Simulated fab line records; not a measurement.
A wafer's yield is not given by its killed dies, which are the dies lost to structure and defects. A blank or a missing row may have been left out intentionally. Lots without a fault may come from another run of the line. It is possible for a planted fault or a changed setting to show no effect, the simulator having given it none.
A lot that was struck, set against a sound lot -- flow rit_cmos -- 21 steps out of a route of 202
Sound: wafers L475.2, L475.4, L475.5. Wafers struck: L480.1, L480.3, L480.5. Last of all comes the cause.
Order at every step that has rows: each side's tool, ch and its chambers, its first start. Under that, the readings that differ: sound wafers -- struck wafers -- difference of the means -- sigmas: that difference in standard deviations of wafers without a fault.
alike: readings whose means differ by less than 2 such deviations, and words and numbers that are the same on both sides. not compared: withheld readings, readings that some wafer has no value for, bounds like >300 that may hide the same value, and numbers for which the record gives no deviation and whose values overlap.
The two part at a step that has a row with sigmas, a row that says differs or no value, or rows on one side only. Numbers that don't overlap but have no deviation are shown without sigmas and don't part them. A reading missing from all wafers of one side parts the sides only when that side holds two or more wafers.

first, 6 steps without rows for these wafers: RIT_NSD_HMDS_00 (prime time 60 s); RIT_NSD_COAT_01 (resist thk 1000 nm); RIT_NSD_SOFTBAKE_02 (time 60 s); RIT_NSD_EXPOSE_03 (exposes mask M9, target cd 40700 nm); RIT_NSD_PEB_04; RIT_NSD_DEVELOP_05 (develop time 50 s).
RIT_NSD_OVL_MEAS_06:
  struck on overlay-01, day 5 06:14; sound on overlay-01, day 4 01:43
  alike: NSD_OVL
then, 2 steps without rows for these wafers: RIT_NSD_HARDBAKE_07 (time 60 s); RIT_NSD_IMPLANT_08.
RIT_NSD_STRIP_09: strips in O2, time 180 s.
  sound on plasma_asher-02 ch 0,1, day 4 02:02; struck on plasma_asher-02 ch 0,1, day 5 06:34
  alike: drypump_motor_current_A, rf_refl_power_W
  not compared: rf_hours_counter_h
RIT_NSD_TW_MEAS_10:
  struck on film_metro-04, day 5 06:44; sound on film_metro-02, day 4 02:14
  alike: NSD_TW
then, 1 step without rows for these wafers: RIT_PSD_HMDS_00 (prime time 60 s).
RIT_PSD_COAT_01: resist thk 1000 nm.
  sound on litho_track-04 ch 0, day 4 02:27; struck on litho_track-04 ch 0, day 5 06:57
reading,sound,struck,difference,sigmas
spin_speed_rpm (rpm),3255.1 3254.2 3252.2,3412.4 3411.7 3414.1,+158.9,+76
model.NOVOLAK_of_PSD_COAT_01.thk_nm (nm),1006 1002 1004,979.8 980.6 981.8,-23.3,
then, 4 steps without rows for these wafers: RIT_PSD_SOFTBAKE_02 (time 60 s); RIT_PSD_EXPOSE_03 (exposes mask M10, target cd 40900 nm); RIT_PSD_PEB_04; RIT_PSD_DEVELOP_05 (develop time 50 s).
RIT_PSD_OVL_MEAS_06:
  struck on overlay-01, day 5 07:44; sound on overlay-02, day 4 03:08
  alike: PSD_OVL
RIT_PSD_HARDBAKE_07: time 60 s.
  sound on litho_track-04 ch 0, day 4 03:11; struck on litho_track-04 ch 0, day 5 07:46
reading,sound,struck,difference,sigmas
model.NOVOLAK_of_PSD_COAT_01.thk_nm (nm),888.8 885.7 887,866.1 866.7 867.9,-20.3,
then, 1 step without rows for these wafers: RIT_PSD_IMPLANT_08.
RIT_M1_PROBE_99:
  struck on prober-02, day 5 16:16; sound on prober-01, day 4 11:34
reading,sound,struck,difference,sigmas
killed_at_contacts,0 0 0,1 1 1,+1,+4
  alike: killed_at_front_end, killed_dies, killed_open, killed_short

## WHERE THEY PART
At RIT_PSD_COAT_01 first; at RIT_M1_PROBE_99 last (within this record only).

WHY: what the simulator had put in
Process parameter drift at RIT_PSD_COAT_01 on litho_track-04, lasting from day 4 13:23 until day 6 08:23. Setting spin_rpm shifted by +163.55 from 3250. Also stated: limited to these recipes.
